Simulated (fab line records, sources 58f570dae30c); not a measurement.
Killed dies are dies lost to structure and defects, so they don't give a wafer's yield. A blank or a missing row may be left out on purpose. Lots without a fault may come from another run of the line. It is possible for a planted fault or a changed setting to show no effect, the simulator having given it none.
Struck lot and sound lot, side by side :: flow berkeleyCmos170 :: 32 out of 331 route steps
Sound: these wafers, L962.1, L962.3, L962.5. The struck wafers were L971.2, L971.5, L971.6. The cause is named last.
Per side, at each step with rows, come the tool, then ch with its chambers, and then its first start. Under that, the readings that differ: sound wafers :: struck wafers :: difference of the means :: sigmas: that difference in standard deviations of wafers without a fault.
alike: same words and numbers on both sides, and readings whose means sit less than 2 such deviations apart. not compared: any withheld reading, any reading some wafer has no value for, any bound like >300 that may hide the same value, and any number with overlapping values for which the record gives no deviation.
The two part at a step that has a row with sigmas, a row that says differs or no value, or rows on one side only. Non-overlapping numbers with no deviation appear without sigmas and do not part them. A reading missing from all wafers of one side parts the sides only when that side holds two or more wafers.

first, 6 steps without rows for these wafers: UCB170_V1_HMDS_06 (prime time 60 s); UCB170_V1_COAT_07 (resist thk 900 nm); UCB170_V1_SOFTBAKE_08 (time 60 s); UCB170_V1_EXPOSE_09 (exposes mask VIA1, target cd 700 nm); UCB170_V1_PEB_10; UCB170_V1_DEVELOP_11 (develop time 45 s).
UCB170_V1_CD_MEAS_12: target cd 700 nm.
  sound: cdSem-01 at day 6 20:03; struck: cdSem-01 at day 8 20:16
  alike: cdNm
UCB170_V1_OVL_MEAS_13:
  sound: overlay-01 at day 6 20:10; struck: overlay-02 at day 8 20:23
  alike: V1_OVL
UCB170_V1_ETCH_14: etches SiO2 in CHF3/CF4/Ar, stops on Al, target depth 1250 nm, time 291 s.
  sound on rieDiel-04 ch 0,1,2, day 6 20:13; struck on rieDiel-03 ch 0,1, day 8 20:25
  alike: drypumpMotorCurrentA, oesProductAu, throttleValvePct
  not compared: rfHoursCounterH
UCB170_V1_STRIP_15: strips in O2.
  sound on plasmaAsher-04 ch 0,1, day 6 20:23; struck on plasmaAsher-04 ch 0,1, day 8 20:35
  alike: drypumpMotorCurrentA, oesProductAu, stripTimeToEndpointS
  not compared: rfHoursCounterH
UCB170_V1_CD_MEAS_90: target cd 700 nm.
  sound: cdSem-01 at day 6 20:29; struck: cdSem-02 at day 8 20:43
  alike: cdNm
then, 1 step without rows for these wafers: UCB170_M2_PRE_CLEAN_00 (preclean etch time 60 s).
UCB170_M2_SPUTTER_01: material Al, target thk 900 nm, time 120 s.
  sound: pvdSputter-03 at day 6 20:40; struck: pvdSputter-03 at day 8 20:52
reading: chamberPressurePa (Pa)
sound: 0.4995 0.5001 0.4998
struck: 0.5357 0.5360 0.5361
difference: +0.0361
sigmas: +37

reading: model.Al_of_M2_SPUTTER_01.thkNm (nm)
sound: 892 896.9 888.8
struck: 864.5 874.1 861.8
difference: -25.8
sigmas: 
  alike: throttleValvePct
UCB170_M2_RS_MEAS_02: measurement is done with a four-point probe.
  sound: filmMetro-02 at day 6 20:46; struck: filmMetro-04 at day 8 20:59
reading: M2_AL_RS (ohm/sq)
sound: 0.0324 0.0322 0.0325
struck: 0.0334 0.0330 0.0336
difference: +0.0010
sigmas: +3
UCB170_M2_THK_MEAS_03: measures by xrf.
  sound: filmMetro-02 at day 6 20:53; struck: filmMetro-04 at day 8 21:05
reading: M2_AL_THK (nm)
sound: 886 892 885
struck: 859 869 859
difference: -25
sigmas: -3
then, 3 steps without rows for these wafers: UCB170_M2_HMDS_04 (prime time 60 s); UCB170_M2_COAT_05 (resist thk 900 nm); UCB170_M2_SOFTBAKE_06 (time 60 s).
UCB170_M2_STRIP_07: strips in O2.
  sound on plasmaAsher-03 ch 1, day 6 21:23; struck on plasmaAsher-02 ch 0,1, day 8 21:35
  alike: drypumpMotorCurrentA, oesProductAu, stripTimeToEndpointS
  not compared: rfHoursCounterH
then, 7 steps without rows for these wafers: UCB170_M2_STRIP_08 (strips KrF in DMSO, time 600 s); UCB170_M2_COAT_09; UCB170_M2_COAT_10 (resist thk 900 nm); UCB170_M2_SOFTBAKE_11 (time 60 s); UCB170_M2_EXPOSE_12 (exposes mask METAL2, target cd 700 nm); UCB170_M2_PEB_13; UCB170_M2_DEVELOP_14 (develop time 45 s).
UCB170_M2_CD_MEAS_15: target cd 700 nm.
  sound: cdSem-02 at day 6 22:55; struck: cdSem-02 at day 8 23:02
  alike: cdNm
UCB170_M2_OVL_MEAS_16:
  sound: overlay-02 at day 6 23:02; struck: overlay-01 at day 8 23:08
reading: M2_OVL (nm)
sound: 3 16 8
struck: -5 -5 -6
difference: -14
sigmas: -2
UCB170_M2_ETCH_17: etches BARC in N2/H2.
  sound on rieDiel-03 ch 0,2, day 6 23:05; struck on rieDiel-01 ch 0,1,3, day 8 23:10
  alike: drypumpMotorCurrentA, n2FlowSccm, oesProductAu, throttleValvePct
UCB170_M2_METAL_ETCH_18: etches Al in Cl2/BCl3, stops on SiO2, target depth 1170 nm, time 195 s.
  sound on rieMetal-02 ch 0,1, day 6 23:07; struck on rieMetal-03 ch 0,1, day 8 23:13
reading: model.M2.featureDepthNm (nm)
sound: 947 952.1 943.2
struck: 920.4 928 917.5
difference: -25.5
sigmas: 

reading: model.etch.depthNm (nm)
sound: 892 896.9 888.8
struck: 864.5 874.1 861.8
difference: -25.8
sigmas: 
  alike: drypumpMotorCurrentA, heBacksideLeakSccm, oesProductAu, throttleValvePct
  not compared: rfHoursCounterH
UCB170_M2_STRIP_19: strips in O2.
  sound on plasmaAsher-02 ch 0,1, day 6 23:19; struck on plasmaAsher-01 ch 0,1, day 8 23:24
  alike: drypumpMotorCurrentA, oesProductAu
  not compared: rfHoursCounterH
UCB170_M3_PROBE_99:
  the record holds rows for the sound wafers here (prober-02, day 7 06:46) but none for the struck ones

## WHERE THEY PART
Last at UCB170_M3_PROBE_99 as far as this record goes, first at UCB170_M2_SPUTTER_01.

WHY: whatever the simulator had introduced
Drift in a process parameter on pvdSputter-03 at UCB170_M2_SPUTTER_01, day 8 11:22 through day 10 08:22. Setting chamberPressurePa shifted by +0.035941 from 0.5. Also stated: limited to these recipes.
